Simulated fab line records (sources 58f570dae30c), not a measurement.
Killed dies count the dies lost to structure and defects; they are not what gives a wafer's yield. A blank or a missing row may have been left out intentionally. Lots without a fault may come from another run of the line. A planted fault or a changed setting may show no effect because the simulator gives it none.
What tool caused it?    flow berkeleyCmos170    11 lots with 33 wafers sampled at 2 steps, on a route of 331 steps

## WHAT THE GAUGES SHOWED, per wafer
UCB170_GATE_OVL_MEAS_13.
lot   measured      on          GATE_OVL (nm)
L291  day 7 09:38   overlay-01  -4 -5 -5
L293  day 7 09:41   overlay-02  -9 -5 1
L292  day 7 09:45   overlay-02  5 7 2
L290  day 7 10:22   overlay-02  -4 1 -5
L294  day 8 03:06   overlay-02  0 -1 -4
L295  day 8 03:22   overlay-01  8 6 13
L302  day 9 06:32   overlay-02  34 36 34
L300  day 9 06:39   overlay-01  35 32 33
L305  day 10 21:24  overlay-02  32 41 40
L311  day 12 00:05  overlay-01  12 1 2
L313  day 12 08:07  overlay-02  0 0 -5

## EACH LOT AND THE TOOL THAT RAN IT (in order: tool; ch and the chambers of the sampled wafers; start)
lot   UCB170_GATE_EXPOSE_09
L291  krfScanner-01 ch 0, day 7 08:59
L293  krfScanner-01 ch 0, day 7 09:08
L292  krfScanner-01 ch 0, day 7 09:14
L290  krfScanner-01 ch 0, day 7 09:28
L294  krfScanner-02 ch 0, day 8 02:14
L295  krfScanner-01 ch 0, day 8 02:32
L302  krfScanner-02 ch 0, day 9 05:59
L300  krfScanner-02 ch 0, day 9 06:06
L305  krfScanner-02 ch 0, day 10 20:55
L311  krfScanner-01 ch 0, day 11 22:59
L313  krfScanner-01 ch 0, day 12 07:37
- UCB170_GATE_EXPOSE_09: exposes mask POLY, target cd 350 nm.

## THE ANSWER, worked out from the rows above alone
Rule: the lots themselves supply what counts as usual. Put in order of their means at a reading, lots are off if they are a third of the lots or fewer, leave a main group of 4 or more, and stand apart from it by a gap of 3 or more times the standard deviation of the main group's means; of several such gaps the widest counts. A main group is skipped when, at the precision printed for the reading in the tables above, its means are all equal. Also off: a lot with no number at a reading for which 4 or more lots have one. All remaining lots with rows at the step are treated as sound.
Off: at UCB170_GATE_OVL_MEAS_13 (GATE_OVL), L302, L300, L305. Main group: mean 0 nm, sd 4.7.
A tool fits if, at a process step before that reading, it ran every lot that is off, and no sound lot after the first of them. Gauges at UCB170_GATE_OVL_MEAS_13: tried the same way as those tools. One candidate fits, namely krfScanner-02 at UCB170_GATE_EXPOSE_09. Its last sound lot is L294 (day 8 02:14), its first lot that is off L302 (day 9 05:59): a fault that began between those two fits.

## WHAT HAD BEEN PUT IN BY THE SIMULATOR
Scanner matching overlay: krfScanner-02, from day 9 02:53 on, at UCB170_GATE_EXPOSE_09. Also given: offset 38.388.
Struck lots among those shown: L302, L300, L305. The rule given above showed the same thing.
